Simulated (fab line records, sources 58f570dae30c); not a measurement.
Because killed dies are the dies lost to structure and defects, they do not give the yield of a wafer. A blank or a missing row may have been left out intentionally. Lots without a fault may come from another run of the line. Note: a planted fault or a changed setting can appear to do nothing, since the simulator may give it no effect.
What tool caused it? | flow berkeleyCmos170 | 14 lots with 42 wafers sampled at 3 steps, on a route of 331 steps

WHAT EACH GAUGE READ, for each wafer
UCB170_GATE_OVL_MEAS_13. Usual: for GATE_OVL the level is 1 nm and the standard deviation is 5.5.
lot  | measured     | on         | GATE_OVL (nm) | flag
L438 | day 7 02:53  | overlay-02 | 5 4 6         | 
L443 | day 7 16:01  | overlay-01 | 0 -1 1        | 
L446 | day 8 03:34  | overlay-02 | -1 2 -4       | 
L447 | day 8 22:14  | overlay-02 | -8 -3 -5      | 
L452 | day 9 05:39  | overlay-01 | 2 -1 7        | 
L449 | day 9 05:10  | overlay-01 | 0 -5 -4       | 
L451 | day 9 10:29  | overlay-01 | -6 1 1        | 
L453 | day 9 20:46  | overlay-01 | 6 4 -2        | 
L454 | day 10 03:48 | overlay-02 | 0 2 5         | 
L455 | day 10 04:02 | overlay-01 | -5 -2 -3      | 
L456 | day 10 10:23 | overlay-02 | 11 12 11      | 
L457 | day 11 01:55 | overlay-02 | 16 11 6       | 
L458 | day 11 02:10 | overlay-02 | -5 3 -6       | 
L459 | day 11 02:24 | overlay-01 | 2 0 2         | 

WHICH TOOL RAN EACH LOT (tool, then ch and the chambers of the sampled wafers, then the start)
lot  | UCB170_PVT_SOFTBAKE_02           | UCB170_GATE_OXIDATION_01
L438 | lithoTrack-02 ch 0, day 6 10:02  | furnace-04 ch 0, day 6 15:11
L443 | lithoTrack-04 ch 0, day 7 03:03  | furnace-02 ch 0, day 7 06:49
L446 | lithoTrack-02 ch 0, day 7 18:33  | furnace-02, day 7 20:41
L447 | lithoTrack-02 ch 0, day 8 04:20  | furnace-01, day 8 11:12
L452 | lithoTrack-03 ch 0, day 8 14:28  | furnace-02 ch 0, day 8 20:11
L449 | lithoTrack-04 ch 0, day 8 15:09  | furnace-02 ch 0, day 8 20:11
L451 | lithoTrack-04 ch 0, day 8 22:30  | furnace-02 ch 0, day 9 01:41
L453 | lithoTrack-03 ch 0, day 9 00:19  | furnace-04 ch 0, day 9 06:44
L454 | lithoTrack-02 ch 0, day 9 08:37  | furnace-04 ch 0, day 9 13:53
L455 | lithoTrack-03 ch 0, day 9 09:02  | furnace-04 ch 0, day 9 13:53
L456 | lithoTrack-03 ch 0, day 9 18:08  | furnace-02 ch 0, day 9 22:29
L457 | lithoTrack-04 ch 0, day 10 13:39 | furnace-01 ch 0, day 10 16:44
L458 | lithoTrack-02 ch 0, day 10 13:40 | furnace-01 ch 0, day 10 16:44
L459 | lithoTrack-03 ch 0, day 10 15:11 | furnace-01 ch 0, day 10 16:44
- UCB170_PVT_SOFTBAKE_02: time 62.52 s.
- UCB170_GATE_OXIDATION_01: target thk 6.6 nm, ox time 1800 s.

AS READ BY THE TOOLS THEMSELVES (means over the sampled wafers that have a number; for cases with no such wafer, the mark the record gives instead)
UCB170_PVT_SOFTBAKE_02. Usual: plateSensorTCentreC 131.41 C, standard deviation 0.011; plateSensorTEdgeC 131.53 C, standard deviation 0.01.
lot  | tool          | plateSensorTCentreC (C) | plateSensorTEdgeC (C) | flag
L438 | lithoTrack-02 | 131.41                  | 131.54                | 
L443 | lithoTrack-04 | 131.41                  | 131.53                | 
L446 | lithoTrack-02 | 131.42                  | 131.53                | 
L447 | lithoTrack-02 | 131.41                  | 131.53                | 
L452 | lithoTrack-03 | 131.42                  | 131.53                | 
L449 | lithoTrack-04 | 131.40                  | 131.53                | 
L451 | lithoTrack-04 | 131.40                  | 131.54                | 
L453 | lithoTrack-03 | 131.40                  | 131.54                | 
L454 | lithoTrack-02 | 131.41                  | 131.53                | 
L455 | lithoTrack-03 | 131.41                  | 131.53                | 
L456 | lithoTrack-03 | 131.41                  | 131.53                | 
L457 | lithoTrack-04 | 131.41                  | 131.53                | 
L458 | lithoTrack-02 | 131.41                  | 131.53                | 
L459 | lithoTrack-03 | 131.40                  | 131.54                | 

UCB170_GATE_OXIDATION_01. Usual: oxTempC 849.9 C, standard deviation 0.37; oxTempCMax 855.1, standard deviation 1.7; spikeTcCentreC 852.2 C, standard deviation 1.1; spikeTcLoadC 872 C, standard deviation 4.2.
lot  | tool       | oxTempC (C) | oxTempCMax | spikeTcCentreC (C) | spikeTcLoadC (C) | flag
L438 | furnace-04 | 850.3       | 856.9      | 853.0              | 876              | 
L443 | furnace-02 | 849.9       | 854.9      | 852.3              | 868              | 
L446 | furnace-02 | -           | -          | -                  | -                | OFF
L447 | furnace-01 | -           | -          | -                  | -                | OFF
L452 | furnace-02 | 849.3       | 855.3      | 853.0              | 868              | 
L449 | furnace-02 | 850.0       | 855.5      | 852.6              | 868              | 
L451 | furnace-02 | 849.7       | 855.4      | 852.6              | 868              | 
L453 | furnace-04 | 850.1       | 856.9      | 851.9              | 876              | 
L454 | furnace-04 | 849.7       | 856.1      | 851.8              | 876              | 
L455 | furnace-04 | 849.6       | 856.6      | 852.1              | 876              | 
L456 | furnace-02 | 849.8       | 855.5      | 853.2              | 867              | 
L457 | furnace-01 | 850.4       | 853.4      | 851.5              | 876              | 
L458 | furnace-01 | 849.9       | 852.8      | 852.0              | 875              | 
L459 | furnace-01 | 849.8       | 852.4      | 851.8              | 874              | 

THE ANSWER, worked out from the rows above alone
Rule: lot off if the mean of its wafers having a number is beyond 3 standard deviations from the usual mean. Also off: a lot with no number at a reading for which 4 or more lots have one. All remaining lots with rows at the step are treated as sound. The gauges are gone through in route order, then the tools' own readings, and for those a lot's mean is taken as printed above. The first step at which some lot is off is used, and at that step the reading that is off furthest; a lot without a number counts as furthest.
Off at UCB170_GATE_OXIDATION_01 (oxTempC): L446, L447. Without a number there: L446, L447.
If a tool, at that step or one of the process steps before it, ran each lot that is off and ran no sound lot following the first of them, it fits. Not one of the candidates tried fits.

WHAT THE SIMULATOR HAD INSERTED
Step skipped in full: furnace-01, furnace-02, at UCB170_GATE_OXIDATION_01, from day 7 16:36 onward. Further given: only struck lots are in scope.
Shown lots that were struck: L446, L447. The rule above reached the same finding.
